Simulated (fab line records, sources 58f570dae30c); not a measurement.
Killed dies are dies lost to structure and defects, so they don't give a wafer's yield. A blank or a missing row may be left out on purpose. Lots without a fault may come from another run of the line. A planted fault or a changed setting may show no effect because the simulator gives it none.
Problem report in the 8D (eight disciplines) form, filled by code | flow berkeley_cmos170 | the parts of the form that need people (team, actions taken, sign-off) are left out

1. THE PROBLEM
NLDD_RS at UCB170_SDANNEAL_RS_MEAS_05 reads a mean of 662.6 ohm/sq on 6 wafers of 2 lots; wafers without a fault read 613.6 ohm/sq with a standard deviation of 1.1. That is +45 standard deviations from the usual mean.
The step: measures by four-point-probe.
First seen on wafer L510.4, day 11 00:48, on film_metro-01. The record holds 42 wafers of 14 lots with a number at this step. Rule for "out", or "out of limits": more than 4 standard deviations from the usual mean. The other wafers with a number count as sound.

2. WHAT IT IS AND WHAT IT IS NOT
question                    | is                           | is not
which readings at this step | NLDD_RS                      | -
which lots                  | L510, L513                   | L495, L496, L497, L499, L500, L501, L503, L504, L509, L514, L515, L516
which wafers of those lots  | all that have a number       | -
read on which gauges        | film_metro-01, film_metro-03 | film_metro-02
when                        | from day 11 00:48            | up to then (24 sound wafers); but 12 sound wafers of L509, L514, L515, L516 came after

3. SUSPECTS, AND WHAT RULES EACH OUT
Counting: a tool at a process step up to the reading stays a suspect if it ran every lot that is out and no sound lot after the first of them.
- the gauge at UCB170_SDANNEAL_RS_MEAS_05: ruled out. The wafers that are out were read on 2 gauges (film_metro-01, film_metro-03).
- implanter-04 at UCB170_NLDD_IMPLANT_08: kept. It ran every lot that is out, first L510 (day 10 11:35), and no sound lot after that; its last sound lot up to then is L504 (day 9 03:41). Its own readings are out on those wafers: dose_ions_cm2, faraday_current_uA.
- litho_track-01 at UCB170_NSD_SOFTBAKE_02 (time 62.12 s): ruled out as a lasting fault. Sound lots L515 ran on it after its first lot that is out, L510 (day 10 21:58).
Left after counting: implanter-04 at UCB170_NLDD_IMPLANT_08.

4. THE CAUSE (what the simulator had put in)
Process parameter drift: implanter-04, from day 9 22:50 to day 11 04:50, at UCB170_NLDD_IMPLANT_08. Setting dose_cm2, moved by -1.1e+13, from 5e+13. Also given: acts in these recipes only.
Counting left only this tool.

5. THE CHAIN OF EFFECTS, in route order
Each row: a reading whose mean over the struck wafers that have a number lies more than 3 standard deviations from the usual. Only readings for which the record gives a usual standard deviation are gone through. hours: the time from each lot's start at the first step in this table that gives one to its start at this step, as a median over the lots. sigmas: the change in usual standard deviations.
hours | step                       | reading            | usual        | on struck wafers | change | sigmas
0     | UCB170_NLDD_IMPLANT_08     | dose_ions_cm2      | 5e+13        | 4e+13            | -1e+13 | -99 or more
0     | UCB170_NLDD_IMPLANT_08     | faraday_current_uA | 158.1        | 123.3            | -34.8  | -13
0     | UCB170_NLDD_TW_MEAS_11     | NLDD_TW            | 2220         | 2153             | -67    | -3.2
13    | UCB170_SDANNEAL_RS_MEAS_05 | NLDD_RS            | 613.6 ohm/sq | 662.6            | +49.0  | +45
The process steps in it:
- UCB170_NLDD_IMPLANT_08
Later measuring or inspecting steps at which every struck wafer that the step has a row for has a number for every such reading, and none has moved that far: UCB170_V2_BOW_MEAS_03.

6. WHAT WOULD HAVE CAUGHT IT SOONER
In this record the first reading out of limits at a measuring or inspecting step was taken at day 11 00:48, 26 hours after the fault began at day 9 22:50.
The tool's own readings at UCB170_NLDD_IMPLANT_08 were out on every struck wafer that the step has a row for (dose_ions_cm2, faraday_current_uA): an alarm limit on them would have fired on the first of those.
Of the lots that are out (2), L513 began UCB170_NLDD_IMPLANT_08 on implanter-04 after day 11 00:48. A hold on the tool at that time would have spared it.
